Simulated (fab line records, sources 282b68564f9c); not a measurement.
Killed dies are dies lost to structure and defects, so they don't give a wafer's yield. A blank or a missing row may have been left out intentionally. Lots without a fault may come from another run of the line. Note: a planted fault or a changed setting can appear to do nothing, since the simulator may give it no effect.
Split-lot trial :: flow rit cmos :: on a route of 202 steps: 5 lots, 23 wafers read

## THE SPLIT ITSELF
At RIT_GATE_COAT_11 (resist thk 850 nm), the setting resist thk nm was moved away from the recipe's 850 nm on 12 of the 23 wafers read, by -2.7% to +5.2%. This setting was run at the recipe's value on the other wafers.

## FROM THE SPLIT TO THE READING: what the file shows between them, 8 steps
- RIT_GATE_SOFTBAKE_12: time 60 s
- RIT_GATE_EXPOSE_13: exposes mask M6, target cd 150 nm
- RIT_GATE_PEB_14
- RIT_GATE_DEVELOP_15: develop time 50 s
- RIT_GATE_CD_MEAS_16: target cd 150 nm
- RIT_GATE_HARDBAKE_18: time 60 s
- RIT_GATE_ETCH_19: etches poly-Si in SF6/CHF3/O2, stops on SiO2, time 165 s, target depth 312.5 nm (also split here: rf w)
- RIT_GATE_STRIP_20: strips in O2, time 180 s

## THE READING
cd nm at RIT_GATE_CD_MEAS_90, given in nm (cd target 150 nm). On this fab line, fault-free wafers typically give 150.0 nm with a standard deviation of 2.8 nm.

wafer: L074.1
tool, chamber at the split: litho track-02, 0
resist thk nm as run, nm: 850
against the recipe: recipe
cd nm, nm: 148.0
against lot-mates on the recipe: -

wafer: L074.2
tool, chamber at the split: litho track-02, 0
resist thk nm as run, nm: 870.1
against the recipe: +2.4%
cd nm, nm: 150.4
against lot-mates on the recipe: +3.2

wafer: L074.3
tool, chamber at the split: litho track-02, 0
resist thk nm as run, nm: 870.1
against the recipe: +2.4%
cd nm, nm: 150.3
against lot-mates on the recipe: +3.2

wafer: L074.5
tool, chamber at the split: litho track-02, 0
resist thk nm as run, nm: 870.1
against the recipe: +2.4%
cd nm, nm: 149.4
against lot-mates on the recipe: +2.2

wafer: L074.6
tool, chamber at the split: litho track-02, 0
resist thk nm as run, nm: 850
against the recipe: recipe
cd nm, nm: 146.3
against lot-mates on the recipe: -

wafer: L078.1
tool, chamber at the split: litho track-04, 0
resist thk nm as run, nm: 850
against the recipe: recipe
cd nm, nm: 152.6
against lot-mates on the recipe: -

wafer: L078.3
tool, chamber at the split: litho track-04, 0
resist thk nm as run, nm: 850
against the recipe: recipe
cd nm, nm: 152.9
against lot-mates on the recipe: -

wafer: L078.6
tool, chamber at the split: litho track-04, 0
resist thk nm as run, nm: 850
against the recipe: recipe
cd nm, nm: 152.8
against lot-mates on the recipe: -

wafer: L080.1
tool, chamber at the split: litho track-02, 0
resist thk nm as run, nm: 831.9
against the recipe: -2.1%
cd nm, nm: 147.4
against lot-mates on the recipe: -2.6

wafer: L080.3
tool, chamber at the split: litho track-02, 0
resist thk nm as run, nm: 850
against the recipe: recipe
cd nm, nm: 149.3
against lot-mates on the recipe: -

wafer: L080.4
tool, chamber at the split: litho track-02, 0
resist thk nm as run, nm: 831.9
against the recipe: -2.1%
cd nm, nm: 146.6
against lot-mates on the recipe: -3.4

wafer: L080.5
tool, chamber at the split: litho track-02, 0
resist thk nm as run, nm: 831.9
against the recipe: -2.1%
cd nm, nm: 147.6
against lot-mates on the recipe: -2.4

wafer: L080.6
tool, chamber at the split: litho track-02, 0
resist thk nm as run, nm: 850
against the recipe: recipe
cd nm, nm: 150.7
against lot-mates on the recipe: -

wafer: L084.1
tool, chamber at the split: litho track-03, 0
resist thk nm as run, nm: 850
against the recipe: recipe
cd nm, nm: 149.7
against lot-mates on the recipe: -

wafer: L084.2
tool, chamber at the split: litho track-03, 0
resist thk nm as run, nm: 827.3
against the recipe: -2.7%
cd nm, nm: 144.7
against lot-mates on the recipe: -6.2

wafer: L084.3
tool, chamber at the split: litho track-03, 0
resist thk nm as run, nm: 827.3
against the recipe: -2.7%
cd nm, nm: 146.5
against lot-mates on the recipe: -4.3

wafer: L084.5
tool, chamber at the split: litho track-03, 0
resist thk nm as run, nm: 850
against the recipe: recipe
cd nm, nm: 152.0
against lot-mates on the recipe: -

wafer: L084.6
tool, chamber at the split: litho track-03, 0
resist thk nm as run, nm: 827.3
against the recipe: -2.7%
cd nm, nm: 144.4
against lot-mates on the recipe: -6.4

wafer: L085.1
tool, chamber at the split: litho track-02, 0
resist thk nm as run, nm: 850
against the recipe: recipe
cd nm, nm: 147.6
against lot-mates on the recipe: -

wafer: L085.3
tool, chamber at the split: litho track-02, 0
resist thk nm as run, nm: 894.2
against the recipe: +5.2%
cd nm, nm: 156.2
against lot-mates on the recipe: +8.2

wafer: L085.4
tool, chamber at the split: litho track-02, 0
resist thk nm as run, nm: 894.2
against the recipe: +5.2%
cd nm, nm: 157.0
against lot-mates on the recipe: +9.0

wafer: L085.5
tool, chamber at the split: litho track-02, 0
resist thk nm as run, nm: 850
against the recipe: recipe
cd nm, nm: 148.4
against lot-mates on the recipe: -

wafer: L085.6
tool, chamber at the split: litho track-02, 0
resist thk nm as run, nm: 894.2
against the recipe: +5.2%
cd nm, nm: 154.6
against lot-mates on the recipe: +6.6

THE FIT
A straight line over all 23 wafers: cd nm changes by +1.16 nm for each +1% of resist thk nm; r = +0.82; the points scatter about the line by 2 nm.
The same after taking each lot's own level away (the mean of its wafers on the recipe; 23 wafers): +1.58 nm for each +1%; r = +0.97; scatter 0.98 nm.
Per that fit: largest resist thk nm move, reading shift of 8.2 nm.
Measured against the standard deviation above, the lots' own levels, which go from 147.15 to 152.77 nm, span 2.0 times it.
In other words, the slope is changed by the lot-to-lot level; the two fits disagree.
Check: +7.86 nm against its lot-mates is what the line predicts for one of the wafers moved furthest among these (+5.2%) when that wafer is left out of the fit. It came out at +8.2 nm against them.

## OTHER SPLITS APPLIED TO THESE WAFERS
These wafers also went through other splits before the reading. Each is held against what the fit with the lots' levels taken away leaves over:
other split on the same wafers: RIT_ACTIVE_OXIDATION_01 ox time s
wafers away from the commonest value: 15
r with cd nm (lot level and that fit taken away): -0.42

other split on the same wafers: RIT_NRETRO_COAT_01 resist thk nm
wafers away from the commonest value: 6
r with cd nm (lot level and that fit taken away): +0.15

other split on the same wafers: RIT_GATE_ETCH_19 rf w
wafers away from the commonest value: 5
r with cd nm (lot level and that fit taken away): +0.33

## THE WHOLE CHAIN: every reading that the file lists as answering this split, in the file's order
step: RIT_GATE_COAT_11
what it does: resist thk 850 nm
reading: NOVOLAK_of_GATE_COAT_11.thk nm (the simulator's own value, which no gauge read)
change (the file's fit): +8.2 nm for each +1% of the setting
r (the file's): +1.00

step: RIT_GATE_CD_MEAS_16
what it does: target cd 150 nm
reading: cd nm
change (the file's fit): +1.49 nm for each +1% of the setting
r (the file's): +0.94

step: RIT_GATE_HARDBAKE_18
what it does: time 60 s
reading: NOVOLAK_of_GATE_COAT_11.thk nm (the simulator's own value, which no gauge read)
change (the file's fit): +7.18 nm for each +1% of the setting
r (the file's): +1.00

step: RIT_GATE_ETCH_19
what it does: etches poly-Si in SF6/CHF3/O2, stops on SiO2, time 165 s, target depth 312.5 nm
reading: NOVOLAK_of_GATE_COAT_11.thk nm (the simulator's own value, which no gauge read)
change (the file's fit): +6.88 nm for each +1% of the setting
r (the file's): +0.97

step: RIT_GATE_ETCH_19
what it does: etches poly-Si in SF6/CHF3/O2, stops on SiO2, time 165 s, target depth 312.5 nm
reading: GATE.cd nm (the simulator's own value, which no gauge read)
change (the file's fit): +1.55 nm for each +1% of the setting
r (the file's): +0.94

step: RIT_GATE_CD_MEAS_90
what it does: target cd 150 nm
reading: cd nm
change (the file's fit): +1.55 nm for each +1% of the setting
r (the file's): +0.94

## THE FILE'S OWN FIT
cd nm changes by +1.55 nm for each +1% of resist thk nm, r = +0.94.
